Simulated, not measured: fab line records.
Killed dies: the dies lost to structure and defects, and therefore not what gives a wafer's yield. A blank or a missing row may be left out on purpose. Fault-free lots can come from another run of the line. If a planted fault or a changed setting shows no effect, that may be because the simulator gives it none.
Which tool was responsible?	flow rit cmos	route of 202 steps, sampled at 1 step: 14 lots, 42 wafers

## WHAT THE GAUGES READ, wafer by wafer
Not one reading of a measure or inspect step in the record can be checked against a usual standard deviation.

## WHAT TOOL EACH LOT RAN ON (gives the tool, then ch and the chambers of the sampled wafers, and finally the start)
lot	RIT_FOX2_OXIDATION_00
L535	furnace-03 ch 0, day 2 03:56
L541	furnace-04 ch 0, day 3 09:08
L543	furnace-04 ch 0, day 3 19:02
L545	furnace-01, day 4 05:44
L546	furnace-01, day 4 10:17
L547	furnace-03 ch 0, day 4 16:40
L548	furnace-04 ch 0, day 4 20:05
L549	furnace-01 ch 0, day 5 01:38
L550	furnace-01 ch 0, day 5 06:03
L551	furnace-01 ch 0, day 5 12:08
L552	furnace-04 ch 0, day 5 16:05
L554	furnace-03 ch 0, day 6 02:53
L555	furnace-04 ch 0, day 6 07:52
L556	furnace-04 ch 0, day 6 12:05
- RIT_FOX2_OXIDATION_00: target thk 350.7 nm, ox time 1130 s.

## WHAT THE TOOLS THEMSELVES READ (means of the sampled wafers that have a number; where no wafer has one, the mark that the record gives instead)
RIT_FOX2_OXIDATION_00.
lot	tool	ox temp c (C)	ox temp c max	spike tc source C (C)	zone power centre pct (%)
L535	furnace-03	1099.9	1107.6	1123.0	51
L541	furnace-04	1099.5	1105.7	1123.0	51
L543	furnace-04	1100.0	1105.9	1123.2	51
L545	furnace-01	-	-	-	-
L546	furnace-01	-	-	-	-
L547	furnace-03	1100.2	1107.7	1122.9	51
L548	furnace-04	1099.4	1106.3	1123.9	51
L549	furnace-01	1100.3	1103.5	1129.2	64
L550	furnace-01	1100.0	1103.3	1128.2	64
L551	furnace-01	1100.1	1103.3	1128.8	65
L552	furnace-04	1100.2	1106.2	1122.7	51
L554	furnace-03	1100.8	1108.5	1123.4	50
L555	furnace-04	1099.7	1105.7	1122.9	51
L556	furnace-04	1100.3	1107.2	1122.9	51

## THE ANSWER, worked out from the rows above alone
Rule: usual is defined by the lots themselves. The widest of any qualifying gaps counts: lots, ordered by their means at a reading, are off when they make up no more than a third of the lots, leave a main group of 4 or more, and stand apart from it by 3 or more times the standard deviation of that group's means. The tables above print the reading to a certain number of digits; a main group whose means all agree to those digits is not used. Also off: a lot with no number at a reading for which 4 or more lots have one. Where the step has rows for the other lots, those lots are counted as sound. After the gauges, taken in route order, come the tools' own readings; for these a lot's mean is taken, as printed above. The first step at which some lot is off is used, and at that step the reading that is off furthest; a lot without a number counts as furthest.
Off: L545, L546, at RIT_FOX2_OXIDATION_00 (ox temp c). Without a number there: L545, L546. Main group: mean 1100.0 C, sd 0.37.
A tool fits if, at that step or a process step before it, it ran every lot that is off, and no sound lot after the first of them. Not one of the candidates tried fits.

## WHAT THE SIMULATOR HAD INSERTED
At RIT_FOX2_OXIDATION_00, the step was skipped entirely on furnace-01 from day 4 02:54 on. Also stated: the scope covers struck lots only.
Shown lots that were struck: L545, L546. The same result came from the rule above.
